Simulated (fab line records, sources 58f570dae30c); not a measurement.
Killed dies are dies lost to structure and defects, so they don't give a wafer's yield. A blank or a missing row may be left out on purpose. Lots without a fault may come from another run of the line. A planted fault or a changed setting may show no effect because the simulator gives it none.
Problem report in the 8D (eight disciplines) form, filled by code | flow berkeley_cmos170 | the parts of the form that need people (team, actions taken, sign-off) are left out

1. THE PROBLEM
V2_TEOS_THK at UCB170_V2_THK_MEAS_01 reads a mean of 954 nm on 6 wafers of 2 lots; wafers without a fault read 1994 nm with a standard deviation of 24. That is -43 standard deviations from the usual mean.
First seen on wafer L713.1, day 8 07:14, on film_metro-01. The record holds 42 wafers of 14 lots with a number at this step. Rule for "out", or "out of limits": more than 4 standard deviations from the usual mean. The other wafers with a number count as sound.

2. WHAT IT IS AND WHAT IT IS NOT
question                    | is                     | is not
which readings at this step | V2_TEOS_THK            | -
which lots                  | L713, L716             | L706, L707, L708, L709, L710, L718, L720, L721, L722, L727, L728, L729
which wafers of those lots  | all that have a number | -
read on which gauges        | film_metro-01          | film_metro-02, film_metro-04
when                        | from day 8 07:14       | up to then (15 sound wafers); but 21 sound wafers of L718, L720, L721, L722, L727, L728, L729 came after

3. SUSPECTS, AND WHAT RULES EACH OUT
Counting: a tool at a process step up to the reading stays a suspect if it ran every lot that is out and no sound lot after the first of them.
- the gauge at UCB170_V2_THK_MEAS_01: kept. All the wafers that are out were read on film_metro-01, and no step on other tools shows them out.
- pecvd-01 at UCB170_V2_CVD_00 (deposits SiO2 from TEOS/O2, target thk 2000 nm, time 250 s): ruled out as a lasting fault. Sound lots L729 ran on it after its first lot that is out, L713 (day 8 07:04).
Left after counting: film_metro-01 at UCB170_V2_THK_MEAS_01.

4. THE CAUSE (what the simulator had put in)
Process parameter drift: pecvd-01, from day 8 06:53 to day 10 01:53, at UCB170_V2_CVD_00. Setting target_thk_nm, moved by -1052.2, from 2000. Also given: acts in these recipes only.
Counting ruled it out, wrongly: the rule takes a fault to strike every lot that its tool runs from its start on, and this one did not.

5. THE CHAIN OF EFFECTS, in route order
Each row: a reading whose mean over the struck wafers that have a number lies more than 3 standard deviations from the usual. Only readings for which the record gives a usual standard deviation are gone through. hours: the time from each lot's start at the first step in this table that gives one to its start at this step, as a median over the lots. sigmas: the change in usual standard deviations.
hours | step                  | reading     | usual   | on struck wafers | change | sigmas
0     | UCB170_V2_THK_MEAS_01 | V2_TEOS_THK | 1994 nm | 954              | -1040  | -43

6. WHAT WOULD HAVE CAUGHT IT SOONER
In this record the first reading out of limits at a measuring or inspecting step was taken at day 8 07:14, 0 hours after the fault began at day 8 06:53.
Of the tool readings at UCB170_V2_CVD_00 for which the record gives a usual standard deviation, none was out on any struck wafer, so an alarm limit of 4 standard deviations on them would not have fired.
